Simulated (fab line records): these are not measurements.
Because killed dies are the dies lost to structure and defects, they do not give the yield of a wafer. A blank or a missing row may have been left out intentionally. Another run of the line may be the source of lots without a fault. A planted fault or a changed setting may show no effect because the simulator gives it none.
Which tool is to blame?    flow berkeleyCmos170    42 wafers from 14 lots sampled at 7 of the route's 331 steps

WHAT THE GAUGES READ, wafer by wafer
UCB170_PWELL_THK_MEAS_06. Usual: PWELL_NITRIDE_THK gives 221.3 nm (standard deviation 1.6).
lot   measured     on            PWELL_NITRIDE_THK (nm)  flag
L316  day 3 00:36  filmMetro-03  219.1 221.6 219.1       
L317  day 3 02:31  filmMetro-04  220.1 221.1 222.2       
L319  day 3 12:31  filmMetro-03  219.9 220.7 219.4       
L321  day 4 04:07  filmMetro-01  223.8 222.6 222.0       
L323  day 4 13:56  filmMetro-01  222.4 222.3 221.9       
L325  day 5 00:44  filmMetro-04  220.6 223.1 222.4       
L324  day 5 00:45  filmMetro-01  219.9 219.9 218.9       
L327  day 5 10:20  filmMetro-04  219.8 221.0 220.3       
L328  day 5 19:59  filmMetro-03  222.3 224.0 222.3       
L335  day 7 03:52  filmMetro-01  218.7 219.9 219.9       
L336  day 7 03:52  filmMetro-03  219.9 220.1 220.2       
L337  day 7 06:43  filmMetro-04  220.1 220.0 218.2       
L338  day 7 15:56  filmMetro-03  222.1 222.1 221.0       
L339  day 7 15:56  filmMetro-01  220.8 221.0 219.6       

UCB170_FIELD_THK_MEAS_02. Usual: FIELD_OXIDE_THK gives 557 nm (standard deviation 8.3).
lot   measured     on            FIELD_OXIDE_THK (nm)  flag
L316  day 4 19:38  filmMetro-01  554 542 547           
L317  day 5 03:44  filmMetro-04  560 563 563           
L319  day 5 15:10  filmMetro-01  559 543 548           
L321  day 5 15:11  filmMetro-03  544 549 539           
L323  day 6 05:08  filmMetro-04  560 559 562           
L325  day 6 15:31  filmMetro-04  556 557 562           
L324  day 6 15:30  filmMetro-01  553 545 550           
L327  day 6 23:07  filmMetro-01  564 557 550           
L328  day 7 08:02  filmMetro-01  555 555 560           
L335  day 8 18:26  filmMetro-01  432 430 429           OFF
L336  day 8 18:26  filmMetro-04  425 421 422           OFF
L337  day 8 21:36  filmMetro-04  563 561 569           
L338  day 9 05:48  filmMetro-04  559 559 556           
L339  day 9 05:48  filmMetro-01  543 549 546           

UCB170_FIELD_THK_MEAS_90. Usual: FIELD_OXIDE_LEFT_1_THK gives 441 nm (standard deviation 8.2).
lot   measured     on            FIELD_OXIDE_LEFT_1_THK (nm)  flag
L316  day 5 02:20  filmMetro-03  437 425 430                  
L317  day 5 10:14  filmMetro-04  443 446 446                  
L319  day 5 22:47  filmMetro-01  443 427 433                  
L321  day 5 22:46  filmMetro-04  428 433 424                  
L323  day 6 12:21  filmMetro-01  444 443 447                  
L325  day 6 23:52  filmMetro-01  438 439 443                  
L324  day 6 23:53  filmMetro-03  437 429 434                  
L327  day 7 11:43  filmMetro-04  449 442 435                  
L328  day 7 16:09  filmMetro-04  440 441 445                  
L335  day 9 00:41  filmMetro-01  315 312 312                  OFF
L336  day 9 00:41  filmMetro-04  308 305 305                  OFF
L337  day 9 05:28  filmMetro-01  447 445 452                  
L338  day 9 14:01  filmMetro-04  441 441 438                  
L339  day 9 14:01  filmMetro-01  425 432 428                  

UCB170_SACOX_THK_MEAS_02. Usual: SACOX_OXIDE_THK gives 14.38 nm (standard deviation 0.27).
lot   measured     on            SACOX_OXIDE_THK (nm)  flag
L316  day 5 06:50  filmMetro-02  14.48 14.60 14.73     
L317  day 5 16:48  filmMetro-02  14.34 13.93 14.09     
L319  day 6 03:37  filmMetro-03  14.13 14.05 13.88     
L321  day 6 03:34  filmMetro-02  14.03 13.80 14.18     
L323  day 6 15:57  filmMetro-03  14.57 14.79 14.51     
L325  day 7 05:16  filmMetro-03  14.26 14.21 14.27     
L324  day 7 05:17  filmMetro-04  14.52 14.65 14.74     
L327  day 7 14:57  filmMetro-03  14.28 14.66 14.67     
L328  day 7 20:59  filmMetro-04  14.79 14.73 14.84     
L335  day 9 05:46  filmMetro-02  14.20 14.40 14.32     
L336  day 9 05:46  filmMetro-03  14.74 14.65 14.46     
L337  day 9 11:44  filmMetro-04  13.95 14.26 14.10     
L338  day 9 18:59  filmMetro-02  14.28 14.62 14.40     
L339  day 9 18:59  filmMetro-03  14.52 14.51 14.45     

UCB170_PVT_OVL_MEAS_06. Usual: PVT_OVL gives -1 nm (standard deviation 5.3).
lot   measured      on          PVT_OVL (nm)  flag
L316  day 5 20:52   overlay-02  11 -1 2       
L317  day 6 05:44   overlay-01  6 5 4         
L319  day 6 15:08   overlay-01  2 -5 -11      
L321  day 6 14:56   overlay-02  -3 -3 -1      
L323  day 7 06:10   overlay-01  2 11 16       
L325  day 7 16:25   overlay-02  4 6 6         
L324  day 7 16:15   overlay-02  1 -1 -4       
L327  day 8 04:28   overlay-01  4 5 2         
L328  day 8 06:35   overlay-01  3 -5 -2       
L335  day 10 00:06  overlay-02  -1 1 1        
L336  day 10 00:22  overlay-01  -6 1 -3       
L337  day 10 03:04  overlay-02  4 -2 1        
L338  day 10 05:47  overlay-01  1 -3 -5       
L339  day 10 09:34  overlay-01  -10 -9 -12    

UCB170_FIELD_THK_MEAS_91. Usual: FIELD_OXIDE_LEFT_2_THK gives 353 nm (standard deviation 8.2).
lot   measured      on            FIELD_OXIDE_LEFT_2_THK (nm)  flag
L316  day 5 21:17   filmMetro-04  349 337 342                  
L317  day 6 06:19   filmMetro-04  353 357 357                  
L319  day 6 15:37   filmMetro-03  354 338 344                  
L321  day 6 15:26   filmMetro-01  340 344 336                  
L323  day 7 06:36   filmMetro-01  357 356 360                  
L325  day 7 16:50   filmMetro-04  350 351 356                  
L324  day 7 16:40   filmMetro-04  348 340 345                  
L327  day 8 06:34   filmMetro-01  361 353 347                  
L328  day 8 07:01   filmMetro-03  352 353 358                  
L335  day 10 00:32  filmMetro-01  228 224 224                  OFF
L336  day 10 00:48  filmMetro-03  219 216 216                  OFF
L337  day 10 03:30  filmMetro-04  359 358 365                  
L338  day 10 06:17  filmMetro-04  353 352 349                  
L339  day 10 10:53  filmMetro-03  338 345 342                  

WHICH TOOL RAN EACH LOT (tool, then ch and the chambers of the sampled wafers, then the start)
lot   UCB170_FIELD_OXIDATION_01
L316  furnace-01 ch 0, day 4 16:38
L317  furnace-01 ch 0, day 5 00:44
L319  furnace-03 ch 0, day 5 12:10
L321  furnace-03 ch 0, day 5 12:10
L323  furnace-02 ch 0, day 6 02:08
L325  furnace-03 ch 0, day 6 12:28
L324  furnace-03 ch 0, day 6 12:28
L327  furnace-01 ch 0, day 6 20:06
L328  furnace-02 ch 0, day 7 05:00
L335  furnace-03 ch 0, day 8 15:25
L336  furnace-03 ch 0, day 8 15:25
L337  furnace-02 ch 0, day 8 18:35
L338  furnace-01 ch 0, day 9 02:48
L339  furnace-01 ch 0, day 9 02:48
- UCB170_FIELD_OXIDATION_01: target thk 558.3 nm, ox time 7200 s.

WHAT THE TOOLS THEMSELVES READ (means of the sampled wafers that have a number; where no wafer has one, the mark that the record gives instead)
UCB170_FIELD_OXIDATION_01. Usual: spikeTcLoadC 1023.0 C, standard deviation 2.5; tube_center_temp_C_max 1002.6, standard deviation 0.45.
lot   tool        spikeTcLoadC (C)  tube_center_temp_C_max  flag
L316  furnace-01  1024.3            1002.3                  
L317  furnace-01  1024.6            1002.5                  
L319  furnace-03  1019.8            1002.8                  
L321  furnace-03  1020.3            1002.6                  
L323  furnace-02  1025.5            1002.2                  
L325  furnace-03  1020.9            1002.4                  
L324  furnace-03  1021.3            1002.8                  
L327  furnace-01  1024.7            1002.5                  
L328  furnace-02  1025.3            1002.2                  
L335  furnace-03  1020.5            1002.7                  
L336  furnace-03  1020.1            1002.1                  
L337  furnace-02  1025.4            1002.6                  
L338  furnace-01  1024.7            1002.7                  
L339  furnace-01  1024.9            1002.7                  

THE ANSWER, worked out from the rows above alone
Rule: lot off if the mean of its wafers having a number is beyond 3 standard deviations from the usual mean. Also off: a lot with no number at a reading for which 4 or more lots have one. All remaining lots with rows at the step are treated as sound. The gauges are gone through in route order, then the tools' own readings, and for those a lot's mean is taken as printed above. At the first step where some lot is off, the reading lying furthest off is the one used; lots without a number count as furthest.
Off: at UCB170_FIELD_THK_MEAS_02 (FIELD_OXIDE_THK), L335, L336.
If a tool, at a process step before that reading, ran all the lots that are off and no sound lot after the first of them, it fits. Gauges at UCB170_FIELD_THK_MEAS_02: tried the same way as those tools. One fits: furnace-03 at UCB170_FIELD_OXIDATION_01. A fault onset in the window from L324 (day 6 12:28, its last sound lot) to L335 (day 8 15:25, its first lot off) fits.

WHAT THE SIMULATOR PUT IN
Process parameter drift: furnace-03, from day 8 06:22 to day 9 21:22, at UCB170_FIELD_OXIDATION_01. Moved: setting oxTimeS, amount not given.
Lots struck among those shown: L335, L336. The same result came from the rule above.
